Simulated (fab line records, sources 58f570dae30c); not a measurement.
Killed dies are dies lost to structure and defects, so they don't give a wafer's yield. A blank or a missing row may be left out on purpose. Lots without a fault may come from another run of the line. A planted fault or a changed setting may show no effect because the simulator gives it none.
One fault seen from 2 desks | flow berkeley_cmos170 | each desk has only its own numbers; what lay behind them comes last

THE TOOL OWNER'S DESK: implanter-01
The tool's own readings at UCB170_NSD_IMPLANT_08: means of the sampled wafers that have a number, for each lot that ran on this tool. A lot is out of limits, marked OUT, if its mean lies more than 4 standard deviations from the usual mean; the brackets give that distance.
Columns: A = dose_ions_cm2 at UCB170_NSD_IMPLANT_08, usual 3e+15; B = faraday_current_uA at UCB170_NSD_IMPLANT_08, usual 9255
lot  | first seen here | A                       | B
L358 | day 8 19:37     | 3e+15                   | 9226
L365 | day 9 06:04     | 3e+15                   | 9295
L368 | day 9 13:52     | 3e+15 (+99 or more) OUT | 10220 (+5.4) OUT
L371 | day 10 04:44    | 3e+15 (+99 or more) OUT | 10220 (+5.4) OUT
L381 | day 12 14:11    | 3e+15                   | 9234
This desk's finding: out of limits on L368, L371; first on L368, day 9 13:52 (dose_ions_cm2 at UCB170_NSD_IMPLANT_08). In limits: L358, L365, L381.

THE METROLOGY DESK
What the gauges read, lot by lot, whatever tool the lot ran on: means of the sampled wafers that have a number. A lot is out of limits, marked OUT, if its mean lies more than 4 standard deviations from the usual mean; the brackets give that distance.
Columns: A = NVT_TW at UCB170_NVT_TW_MEAS_09, usual 523.7; B = PVT_TW at UCB170_PVT_TW_MEAS_09, usual 506.9; C = cd_nm at UCB170_PLDD_CD_MEAS_06, usual 1200.1 nm; D = NSD_TW at UCB170_NSD_TW_MEAS_10, usual 4174; E = NSD_RS at UCB170_SDANNEAL_RS_MEAS_03, usual 37.26 ohm/sq
lot  | first seen here | A     | B     | C      | D    | E
L359 | day 7 03:21     | 525.0 | 503.9 | 1199.7 | 4189 | 37.13
L362 | day 7 09:31     | 525.3 | 510.6 | 1199.9 | 4182 | 37.31
L361 | day 7 09:46     | 524.8 | 505.7 | 1198.5 | 4184 | 37.26
L358 | day 7 09:53     | 525.4 | 507.3 | 1199.1 | 4183 | 37.32
L365 | day 7 20:52     | 525.6 | 508.0 | 1200.5 | 4179 | 37.30
L368 | day 8 07:12     | 526.2 | 504.3 | 1201.6 | 4234 | 35.64 (-19) OUT
L370 | day 8 13:13     | 520.6 | 505.7 | 1199.2 | 4165 | 37.27
L371 | day 8 13:28     | 522.1 | 505.4 | 1201.4 | 4211 | 35.55 (-20) OUT
L375 | day 10 02:19    | 520.5 | 508.4 | 1199.7 | 4179 | 37.24
L376 | day 10 02:25    | 524.5 | 504.7 | 1203.9 | 4167 | 37.15
L377 | day 10 06:08    | 526.3 | 503.0 | 1198.9 | 4188 | 37.29
L378 | day 10 06:26    | 520.0 | 508.9 | 1199.0 | 4195 | 37.05
L381 | day 11 04:07    | 525.2 | 510.5 | 1202.4 | 4188 | 37.28
L379 | day 11 04:13    | 526.5 | 509.5 | 1198.3 | 4158 | 37.36
This desk's finding: out of limits on L368, L371; first on L368, day 9 16:20 (NSD_RS at UCB170_SDANNEAL_RS_MEAS_03). In limits: L359, L362, L361, L358, L365, L370, L375, L376, L377, L378, L381, L379.

PUT TOGETHER
The tool owner's desk could have raised an alarm at day 9 13:52, on L368, L371.
The metrology desk could have raised an alarm at day 9 16:20, on L368, L371.
Of the lots named, all ran UCB170_NSD_IMPLANT_08 on implanter-01.

WHAT THE SIMULATOR HAD PUT IN
Process parameter drift: implanter-01, from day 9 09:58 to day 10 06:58, at UCB170_NSD_IMPLANT_08. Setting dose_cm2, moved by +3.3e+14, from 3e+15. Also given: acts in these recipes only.
Lots struck among those shown: L368, L371.
Hours from the fault's start to each desk's first reading out of limits: the tool owner's desk, 4; the metrology desk, 6.
